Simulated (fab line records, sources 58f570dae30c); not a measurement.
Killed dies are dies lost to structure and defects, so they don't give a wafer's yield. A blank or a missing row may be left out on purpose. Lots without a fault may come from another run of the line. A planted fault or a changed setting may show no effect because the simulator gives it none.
fab line records | flow berkeley_cmos170
record lots=15 wafers=45 last_day=11
route steps=331 shown M2@288 M3@327
lots that met no fault: from a run of the same line without faults
start_h: hours from the record's first day to the start of the lot's first wafer shown | wait_h: hours since the lot's step before | " the same as in the row above | L1.1+2: a row that stands for several wafers | - no value, or no start given | * or withheld: withheld | < > ~ a bound
route shown NAME@n: a module of which the file shows steps, and the number in the route of the first | usual: mean/standard deviation of fault-free wafers | same: alike in all rows | chamber/n: place in a boat | sites: the reading at each site | _std_site: their standard deviation | _edge_site: outer sites' mean less inner sites' | radius_mm: how far each site lies from the wafer's centre | mask NAME#n: copy n | behind: the tool/chamber that last shaped the wafer | hold: why the lot was held/for how many hours/how that ended | device: the transistor (n, p or np) that didn't switch | end of line: the same wafers' tests at the end of the route | a step without rows: its recipe alone | killed: dies lost to structure and defects at the first sort, not the wafer's yield | map: a wafer's dies, x killed, . not, _ none there
set.NAME: the setting as run; set.NAME@STEP: as run at that earlier step | model.NAME: the simulator's own value behind a step, which no gauge read
steps of the route over a sample of lots; a table a step, a row a wafer
services: from which hour (start_h, from the record's first day; less than 0 if before it) a tool's chamber was out of use, for how many hours, and why
## steps
# step UCB170_M2_ETCH_17
# recipe chemistry=N2/H2 target_depth_a=withheld overetch_a=withheld target=BARC time_s=withheld source_w=500 bias_w=100 pressure_mtorr=30 n2_flow_sccm=100 h2_flow_sccm=200
# usual drypump_motor_current_A=5.8/0.49 oes_product_au=0.988/0.017 rf_fwd_power_W=495.0/1.8 throttle_valve_pct=13.23/0.2
# columns lot.wafer tool chamber start_h wait_h drypump_motor_current_A oes_product_au rf_fwd_power_W throttle_valve_pct
L837.1 rie_diel-02 2 157.99 0.0 6.5 0.992 495.7 13.04
L837.4 " 0 " " 5.4 1.005 493.1 13.24
L837.6 " 3 " " 6.4 0.998 494.5 13.52
L840.1 rie_diel-02 2 181.98 0.0 6.6 0.983 497.5 13.04
L840.3 " 3 " " 6.3 1.006 495.3 13.51
L840.4 " 0 " " 5.4 0.997 493.9 13.24
L843.1 rie_diel-04 3 182.39 0.0 6.5 1.008 495.9 13.17
L843.3 " 2 " " 5.3 1.005 498.2 13.09
L843.4 " 0 " " 5.7 0.983 495.9 13.59
L841.3 rie_diel-03 3 182.53 0.0 6.5 1.015 494.1 13.19
L841.5 " 3 " " 6.5 1.018 494.6 13.18
L841.6 " 0 " " 5.5 1.002 496.2 13.43
L845.1 rie_diel-02 1 201.16 0.0 5.6 0.974 495.1 12.90
L845.4 " 2 " " 6.6 0.977 496.5 13.02
L845.5 " 0 " " 5.4 0.997 492.9 13.26
L844.4 rie_diel-03 2 201.49 0.0 5.3 0.969 497.8 13.47
L844.5 " 2 " " 5.3 0.972 498.2 13.45
L844.6 " 1 " " 5.3 0.956 494.6 13.19
L846.2 rie_diel-04 2 222.06 0.0 5.3 1.008 494.1 13.08
L846.5 " 2 " " 5.3 1.003 494.5 13.08
L846.6 " 1 " " 5.9 0.998 494.5 13.28
L848.2 rie_diel-03 1 222.32 0.0 5.3 0.972 495.5 13.20
L848.4 " 2 " " 5.3 0.968 497.8 13.46
L848.5 " 3 " " 6.6 1.016 494.0 13.18
L847.2 rie_diel-04 3 223.06 0.0 6.5 0.993 496.6 13.18
L847.5 " 2 " " 5.4 1.006 494.0 13.10
L847.6 " 1 " " 5.9 0.995 496.5 13.30
L855.2 rie_diel-04 2 249.73 0.0 5.3 1.004 493.1 13.08
L855.3 " 3 " " 6.5 0.991 495.8 13.19
L855.4 " 1 " " 5.8 1.000 494.1 13.30
L853.2 rie_diel-02 3 252.48 0.0 6.4 1.001 494.8 13.51
L853.5 " 3 " " 6.3 1.001 494.0 13.48
L853.6 " 2 " " 6.5 0.983 498.8 13.04
L858.2 rie_diel-04 2 262.82 0.0 5.3 1.006 494.6 13.08
L858.3 " 3 " " 6.5 1.009 496.9 13.16
L858.6 " 2 " " 5.3 1.003 493.2 13.08
L860.1 rie_diel-02 1 266.10 0.0 5.6 0.968 494.6 12.90
L860.4 " 2 " " 6.6 0.991 497.3 13.05
L860.5 " 1 " " 5.6 0.969 495.2 12.90
L857.2 rie_diel-03 0 266.37 0.0 5.5 0.982 498.0 13.45
L857.4 " 3 " " 6.6 1.012 494.2 13.19
L857.5 " 1 " " 5.3 0.966 493.2 13.21
L856.2 rie_diel-04 0 266.47 0.0 5.7 0.970 496.6 13.56
L856.3 " 3 " " 6.5 0.996 496.6 13.15
L856.4 " 2 " " 5.3 0.999 494.4 13.09
# step UCB170_M2_METAL_ETCH_18
# recipe chemistry=Cl2/BCl3 target=Al stop_on=SiO2 pressure_mtorr=12 target_depth_a=11700 over_etch_frac=0.3 time_s=195 icp_w=600 bias_w=120 Cl2_flow_sccm=90 bcl3_flow_sccm=45
# usual drypump_motor_current_A=5.5/0.39 oes_product_au=0.862/0.015 rf_fwd_power_W=597.8/2 throttle_valve_pct=24.46/0.2
# columns lot.wafer tool chamber start_h wait_h drypump_motor_current_A oes_product_au rf_fwd_power_W rf_hours_counter_h throttle_valve_pct
L837.1 rie_metal-01 1 158.03 - 5.9 0.878 599.1 5 24.38
L837.4 " 0 " " 5.3 0.872 599.8 - 24.72
L837.6 " 1 " " 6.0 0.879 598.1 - 24.39
L840.1 rie_metal-01 1 182.02 - 6.0 0.870 598.8 6 24.38
L840.3 " 1 " " 5.9 0.876 598.4 - 24.39
L840.4 " 1 " " 6.0 0.879 600.4 - 24.39
L843.1 rie_metal-03 0 182.44 - 5.8 0.881 595.4 9 24.13
L843.3 " 0 " " 5.8 0.876 595.5 - 24.12
L843.4 " 1 " " 5.6 0.872 598.5 - 24.49
L841.3 rie_metal-04 1 182.69 - 5.1 0.850 597.4 - 24.47
L841.5 " 1 " " 5.1 0.851 599.3 - 24.48
L841.6 " 1 " " 5.1 0.848 595.6 - 24.47
L845.1 rie_metal-01 0 201.20 - 5.3 0.842 594.0 0 24.65
L845.4 " 1 " " 5.9 0.884 599.2 - 24.39
L845.5 " 1 " " 5.9 0.863 597.5 - 24.38
L844.4 rie_metal-03 0 201.59 - 5.8 0.881 600.4 - 24.10
L844.5 " 1 " " 5.6 0.870 598.0 - 24.47
L844.6 " 0 " " 5.8 0.899 597.4 - 24.10
L846.2 rie_metal-01 1 222.10 - 6.0 0.869 598.5 7 24.38
L846.5 " 1 " " 6.0 0.867 598.8 - 24.38
L846.6 " 0 " " 5.3 0.825 599.4 - 24.66
L848.2 rie_metal-04 0 222.36 - 4.9 0.842 594.6 0 24.71
L848.4 " 1 " " 5.1 0.854 594.9 - 24.46
L848.5 " 0 " " 4.9 0.845 595.2 - 24.73
L847.2 rie_metal-01 1 223.10 - 6.0 0.885 603.5 7 24.40
L847.5 " 0 " " 5.3 0.840 596.8 - 24.66
L847.6 " 1 " " 6.0 0.862 599.6 - 24.38
L855.2 rie_metal-01 0 249.77 - 5.3 0.846 598.3 1 24.64
L855.3 " 0 " " 5.3 0.835 596.6 - 24.66
L855.4 " 1 " " 6.0 0.866 598.6 - 24.40
L853.2 rie_metal-01 1 252.52 - 6.0 0.868 599.0 8 24.38
L853.5 " 1 " " 5.9 0.869 599.3 - 24.38
L853.6 " 0 " " 5.3 0.845 598.6 - 24.64
L858.2 rie_metal-04 0 262.86 - 4.9 0.845 596.4 2 24.73
L858.3 " 0 " " 4.9 0.835 596.0 - 24.71
L858.6 " 0 " " 4.9 0.846 595.3 - 24.73
L860.1 rie_metal-01 0 266.14 - 5.3 0.839 597.0 2 24.66
L860.4 " 1 " " 6.0 0.866 598.5 - 24.40
L860.5 " 0 " " 5.3 0.835 599.7 - 24.66
L857.2 rie_metal-04 1 266.41 - 5.1 0.863 595.5 3 24.47
L857.4 " 1 " " 5.1 0.856 597.2 - 24.49
L857.5 " 0 " " 4.9 0.852 594.8 - 24.73
L856.2 rie_metal-03 1 266.52 - 5.7 0.859 600.5 11 24.47
L856.3 " 0 " " 5.8 0.874 598.5 - 24.11
L856.4 " 1 " " 5.6 0.876 600.4 - 24.46
# step UCB170_M3_METAL_ETCH_18
# recipe chemistry=Cl2/BCl3 target=Al stop_on=SiO2 pressure_mtorr=12 target_depth_a=11700 over_etch_frac=0.3 time_s=195 icp_w=600 bias_w=120 Cl2_flow_sccm=90 bcl3_flow_sccm=45
# usual drypump_motor_current_A=5.81/0.29 oes_product_au=0.864/0.014 rf_fwd_power_W=597.8/2.1 throttle_valve_pct=24.40/0.15
# columns lot.wafer tool chamber start_h wait_h drypump_motor_current_A oes_product_au rf_fwd_power_W rf_hours_counter_h throttle_valve_pct
L837.1 rie_metal-01 1 163.65 - 5.96 0.865 599.1 5 24.39
L837.4 " 1 " " 5.92 0.865 599.5 - 24.39
L837.6 " 0 " " 5.31 0.866 599.8 - 24.74
L840.1 rie_metal-02 1 187.66 - 6.22 0.893 596.7 5 24.36
L840.3 " 1 " " 6.23 0.875 597.6 - 24.36
L840.4 " 0 " " 5.73 0.853 598.8 - 24.40
L843.1 rie_metal-03 0 188.34 - 5.84 0.871 598.2 9 24.12
L843.3 " 1 " " 5.65 0.864 598.2 - 24.48
L843.4 " 0 " " 5.84 0.860 595.2 - 24.14
L841.3 rie_metal-02 0 189.68 - 5.72 0.851 596.5 - 24.39
L841.5 " 1 " " 6.25 0.873 593.6 - 24.35
L841.6 " 0 " " 5.71 0.852 595.6 - 24.40
L845.1 rie_metal-02 0 206.70 - 5.72 0.855 594.7 2 24.40
L845.4 " 1 " " 6.25 0.862 595.0 - 24.36
L845.5 " 1 " " 6.24 0.863 595.8 - 24.35
L844.4 rie_metal-01 1 207.45 - 5.97 0.868 599.1 - 24.39
L844.5 " 1 " " 6.02 0.870 597.3 - 24.38
L844.6 " 0 " " 5.32 0.848 598.7 - 24.67
L846.2 rie_metal-02 0 229.24 - 5.74 0.837 599.2 2 24.39
L846.5 " 1 " " 6.26 0.864 598.5 - 24.37
L846.6 " 0 " " 5.73 0.849 595.2 - 24.38
L848.2 rie_metal-01 1 229.34 - 5.93 0.856 600.2 7 24.39
L848.4 " 1 " " 5.98 0.865 598.1 - 24.38
L848.5 " 1 " " 5.95 0.872 600.8 - 24.40
L847.2 rie_metal-02 0 230.03 - 5.74 0.854 597.1 3 24.40
L847.5 " 0 " " 5.74 0.846 595.6 - 24.40
L847.6 " 1 " " 6.25 0.875 596.1 - 24.36
L855.2 rie_metal-01 0 256.69 - 5.30 0.856 526.7 2 24.64
L855.3 " 0 " " 5.32 0.850 527.4 - 24.65
L855.4 " 1 " " 6.00 0.871 527.7 - 24.37
L853.2 rie_metal-01 0 262.83 - 5.31 0.836 524.5 2 24.65
L853.5 " 1 " " 5.93 0.876 525.2 - 24.40
L853.6 " 0 " " 5.31 0.841 525.4 - 24.65
L858.2 rie_metal-02 1 268.74 - 6.22 0.876 597.2 7 24.34
L858.3 " 1 " " 6.19 0.878 597.5 - 24.35
L858.6 " 0 " " 5.73 0.858 598.4 - 24.39
L860.1 rie_metal-03 1 272.63 - 5.65 0.875 596.9 11 24.49
L860.4 " 1 " " 5.64 0.878 600.8 - 24.45
L860.5 " 0 " " 5.84 0.873 596.1 - 24.11
L857.2 rie_metal-02 1 273.26 - 6.22 0.879 594.6 7 24.34
L857.4 " 1 " " 6.22 0.875 596.3 - 24.34
L857.5 " 1 " " 6.22 0.868 595.9 - 24.36
L856.2 rie_metal-01 0 273.44 - 5.34 0.837 527.7 2 24.65
L856.3 " 0 " " 5.33 0.841 529.5 - 24.65
L856.4 " 1 " " 5.93 0.875 527.7 - 24.37
# step UCB170_M3_STRIP_19
# recipe chemistry=O2 power_w=400 pressure_mtorr=3500 platen_temp_c=withheld o2_flow_sccm=400 overash_fraction=0.5
# usual drypump_motor_current_A=6.1/0.5 oes_product_au=0.538/0.017
# columns lot.wafer tool chamber start_h wait_h drypump_motor_current_A oes_product_au rf_hours_counter_h
L837.1 plasma_asher-01 1 163.84 0.1 6.8 0.559 47
L837.4 " 0 " " 5.4 0.546 -
L837.6 " 1 " " 6.8 0.547 -
L840.1 plasma_asher-04 1 187.85 0.1 6.5 0.529 7
L840.3 " 0 " " 5.4 0.527 -
L840.4 " 1 " " 6.5 0.514 -
L843.1 plasma_asher-01 0 188.53 0.1 5.4 0.561 50
L843.3 " 1 " " 6.8 0.535 -
L843.4 " 0 " " 5.4 0.555 -
L841.3 plasma_asher-04 0 189.84 0.1 5.4 0.509 -
L841.5 " 0 " " 5.5 0.535 -
L841.6 " 1 " " 6.5 0.516 -
L845.1 plasma_asher-02 0 206.89 0.1 6.2 0.514 51
L845.4 " 1 " " 5.9 0.534 -
L845.5 " 1 " " 5.9 0.537 -
L844.4 plasma_asher-01 0 207.61 0.1 5.4 0.549 -
L844.5 " 0 " " 5.4 0.555 -
L844.6 " 1 " " 6.8 0.559 -
L846.2 plasma_asher-01 0 229.49 0.2 5.4 0.502 55
L846.5 " 0 " " 5.4 0.535 -
L846.6 " 1 " " 6.8 0.514 -
L848.2 plasma_asher-02 1 229.53 0.1 5.9 0.548 55
L848.4 " 0 " " 6.2 0.549 -
L848.5 " 0 " " 6.2 0.549 -
L847.2 plasma_asher-02 0 230.28 0.2 6.2 0.524 55
L847.5 " 1 " " 5.9 0.513 -
L847.6 " 0 " " 6.2 0.541 -
L855.2 plasma_asher-02 0 256.88 0.1 6.2 0.629 57
L855.3 " 1 " " 5.9 0.627 -
L855.4 " 0 " " 6.2 0.627 -
L853.2 plasma_asher-04 0 263.01 0.1 5.4 0.621 11
L853.5 " 1 " " 6.5 0.621 -
L853.6 " 0 " " 5.5 0.626 -
L858.2 plasma_asher-02 0 268.93 0.1 6.2 0.547 59
L858.3 " 1 " " 5.9 0.534 -
L858.6 " 1 " " 5.9 0.517 -
L860.1 plasma_asher-02 0 272.81 0.1 6.2 0.532 59
L860.4 " 1 " " 5.9 0.546 -
L860.5 " 0 " " 6.2 0.564 -
L857.2 plasma_asher-04 1 273.45 0.1 6.5 0.545 13
L857.4 " 0 " " 5.4 0.543 -
L857.5 " 0 " " 5.4 0.542 -
L856.2 plasma_asher-01 1 273.63 0.1 6.7 0.623 61
L856.3 " 0 " " 5.4 0.613 -
L856.4 " 1 " " 6.8 0.629 -
# step UCB170_M3_BOW_MEAS_20
# recipe mode=bow
# usual M3_BOW=37/7.2
# columns lot.wafer tool chamber start_h wait_h M3_BOW[um]
L837.1 film_metro-03 - 164.15 0.1 31
L837.4 " - " " 23
L837.6 " - " " 45
L840.1 film_metro-02 - 188.07 0.1 53
L840.3 " - " " 32
L840.4 " - " " 47
L843.1 film_metro-01 - 188.75 0.1 40
L843.3 " - " " 29
L843.4 " - " " 37
L841.3 film_metro-03 - 190.06 0.1 32
L841.5 " - " " 31
L841.6 " - " " 28
L845.1 film_metro-03 - 207.11 0.1 28
L845.4 " - " " 23
L845.5 " - " " 38
L844.4 film_metro-02 - 207.86 0.1 32
L844.5 " - " " 42
L844.6 " - " " 33
L846.2 film_metro-01 - 229.73 0.1 31
L846.5 " - " " 43
L846.6 " - " " 39
L848.2 film_metro-02 - 229.82 0.1 28
L848.4 " - " " 41
L848.5 " - " " 31
L847.2 film_metro-01 - 230.52 0.1 44
L847.5 " - " " 31
L847.6 " - " " 42
L855.2 film_metro-01 - 257.12 0.1 53
L855.3 " - " " 51
L855.4 " - " " 46
L853.2 film_metro-02 - 263.25 0.1 30
L853.5 " - " " 38
L853.6 " - " " 36
L858.2 film_metro-02 - 269.17 0.1 39
L858.3 " - " " 33
L858.6 " - " " 33
L860.1 film_metro-01 - 273.03 0.1 45
L860.4 " - " " 35
L860.5 " - " " 41
L857.2 film_metro-02 - 273.69 0.1 36
L857.4 " - " " 44
L857.5 " - " " 37
L856.2 film_metro-01 - 273.91 0.1 45
L856.3 " - " " 21
L856.4 " - " " 24
## services
# columns tool chamber start_h hours kind
rie_diel-02 3 134.58 - clean
rie_diel-04 2 138.81 - clean
rie_diel-04 2 138.81 16.3 scheduled_down
rie_diel-04 2 138.81 16.3 vent_cycle
rie_diel-04 - 157.39 0.2 repair
rie_diel-04 - 157.63 11.1 repair
rie_diel-03 2 172.94 6.4 repair
rie_metal-01 0 176.32 - clean
rie_metal-01 0 176.32 17.8 scheduled_down
rie_metal-01 0 176.32 17.8 vent_cycle
rie_metal-01 - 189.38 1.3 repair
plasma_asher-04 - 202.84 14.6 pm
rie_diel-02 0 216.66 5.1 repair
rie_diel-02 3 220.19 25.9 repair
rie_diel-04 0 221.66 2.2 repair
rie_diel-03 - 222.48 1.5 repair
plasma_asher-04 - 223.09 10.2 repair
rie_diel-02 2 223.53 10.1 repair
rie_diel-02 - 230.19 0.6 repair
rie_diel-02 1 232.70 8.4 repair
rie_diel-02 0 238.35 9.4 repair
rie_metal-01 - 250.60 0.2 repair
plasma_asher-01 - 262.89 0.9 repair
rie_diel-03 2 264.05 4.2 repair
## key
first_sign step=UCB170_M3_METAL_ETCH_18 reading=rf_fwd_power_W direction=down sigmas=34 usual=597.8 struck=526.9
effect step=UCB170_M3_STRIP_19 reading=oes_product_au direction=up sigmas=5.2 usual=0.538 struck=0.624
met_at UCB170_M3_METAL_ETCH_18
struck_lots L853,L855,L856
not_acting_at UCB170_M2_ETCH_17,UCB170_M2_METAL_ETCH_18,UCB170_M3_BOW_MEAS_20
onset_between 229.34 256.69
fault kind=process_parameter_drift tool=rie_metal-01 chamber=- onset_h=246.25 steps=UCB170_M3_METAL_ETCH_18 channel=icp_w offset=-72 shape=step end_h=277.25 acts_in=these_recipes_only stated=600
